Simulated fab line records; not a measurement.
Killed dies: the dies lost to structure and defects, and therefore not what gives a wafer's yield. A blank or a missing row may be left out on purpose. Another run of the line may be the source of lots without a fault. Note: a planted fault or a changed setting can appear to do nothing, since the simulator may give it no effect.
Which tool was responsible? | flow berkeleyCmos170 | Sampling: 14 lots, 42 wafers, 2 of 331 route steps

WHAT EACH GAUGE READ, for each wafer
UCB170_ACTIVE_THK_MEAS_06.
lot  | measured    | on           | ACTIVE_NITRIDE_THK (nm)
L352 | day 4 05:11 | filmMetro-03 | 223.7 223.2 223.6
L353 | day 4 08:59 | filmMetro-04 | 219.3 218.4 219.5
L354 | day 4 08:59 | filmMetro-02 | 217.7 217.2 217.2
L355 | day 4 16:43 | filmMetro-03 | 158.7 161.6 161.6
L356 | day 4 16:44 | filmMetro-02 | 159.6 159.0 158.9
L367 | day 7 05:59 | filmMetro-02 | 218.9 219.1 219.2
L368 | day 7 13:17 | filmMetro-03 | 218.3 220.2 218.5
L369 | day 7 13:17 | filmMetro-02 | 218.1 217.1 216.4
L370 | day 8 03:55 | filmMetro-02 | 217.6 216.4 217.8
L371 | day 8 03:55 | filmMetro-03 | 214.1 215.0 214.1
L372 | day 8 03:54 | filmMetro-04 | 217.1 216.7 217.2
L373 | day 8 13:08 | filmMetro-03 | 217.2 219.2 218.7
L374 | day 8 18:44 | filmMetro-02 | 219.5 218.9 218.4
L375 | day 9 06:34 | filmMetro-04 | 216.0 217.5 217.5

EACH LOT AND THE TOOL THAT RAN IT (in order: tool; ch and the chambers of the sampled wafers; start)
lot  | UCB170_ACTIVE_CVD_05
L352 | lpcvd-01 ch 0, day 4 03:13
L353 | lpcvd-01 ch 1, day 4 07:04
L354 | lpcvd-01 ch 1, day 4 07:04
L355 | lpcvd-01 ch 1, day 4 14:48
L356 | lpcvd-01 ch 0, day 4 14:48
L367 | lpcvd-02 ch 1, day 7 03:06
L368 | lpcvd-02 ch 0, day 7 10:24
L369 | lpcvd-02 ch 1, day 7 10:24
L370 | lpcvd-02 ch 1, day 8 01:01
L371 | lpcvd-02 ch 1, day 8 01:01
L372 | lpcvd-02 ch 1, day 8 01:01
L373 | lpcvd-02 ch 0, day 8 10:16
L374 | lpcvd-02 ch 0, day 8 15:52
L375 | lpcvd-02 ch 1, day 9 03:40
- UCB170_ACTIVE_CVD_05: deposits Si3N4 from SiH2Cl2/NH3, target thk 220 nm, time 3300 s.

AS READ BY THE TOOLS THEMSELVES (means over the sampled wafers that have a number; for cases with no such wafer, the mark the record gives instead)
The record holds no such reading with a usual standard deviation.

THE ANSWER, worked out from the rows above alone
Rule: the usual values come from the lots themselves. Put in order of their means at a reading, lots are off if they are a third of the lots or fewer, leave a main group of 4 or more, and stand apart from it by a gap of 3 or more times the standard deviation of the main group's means; of several such gaps the widest counts. A main group is skipped when, at the precision printed for the reading in the tables above, its means are all equal. Also off: a lot with no number at a reading for which 4 or more lots have one. All remaining lots with rows at the step are treated as sound. After the gauges, taken in route order, come the tools' own readings; for these a lot's mean is taken, as printed above. The first step at which some lot is off is used, and at that step the reading that is off furthest; a lot without a number counts as furthest.
Off: L355, L356, seen at UCB170_ACTIVE_THK_MEAS_06 (ACTIVE_NITRIDE_THK). The main group: mean 218.2 nm, standard deviation 2.1.
A tool fits if, at a process step before that reading, it ran every lot that is off, and no sound lot after the first of them. Gauges at UCB170_ACTIVE_THK_MEAS_06: tried the same way as those tools. One candidate fits, namely lpcvd-01 at UCB170_ACTIVE_CVD_05. Its last sound lot is L353 (day 4 07:04), its first lot that is off L355 (day 4 14:48): a fault that began between those two fits.

WHAT THE SIMULATOR HAD PUT IN
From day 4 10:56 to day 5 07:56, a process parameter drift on lpcvd-01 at UCB170_ACTIVE_CVD_05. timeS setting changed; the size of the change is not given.
Struck lots among those shown: L355, L356. The same result came from the rule above.
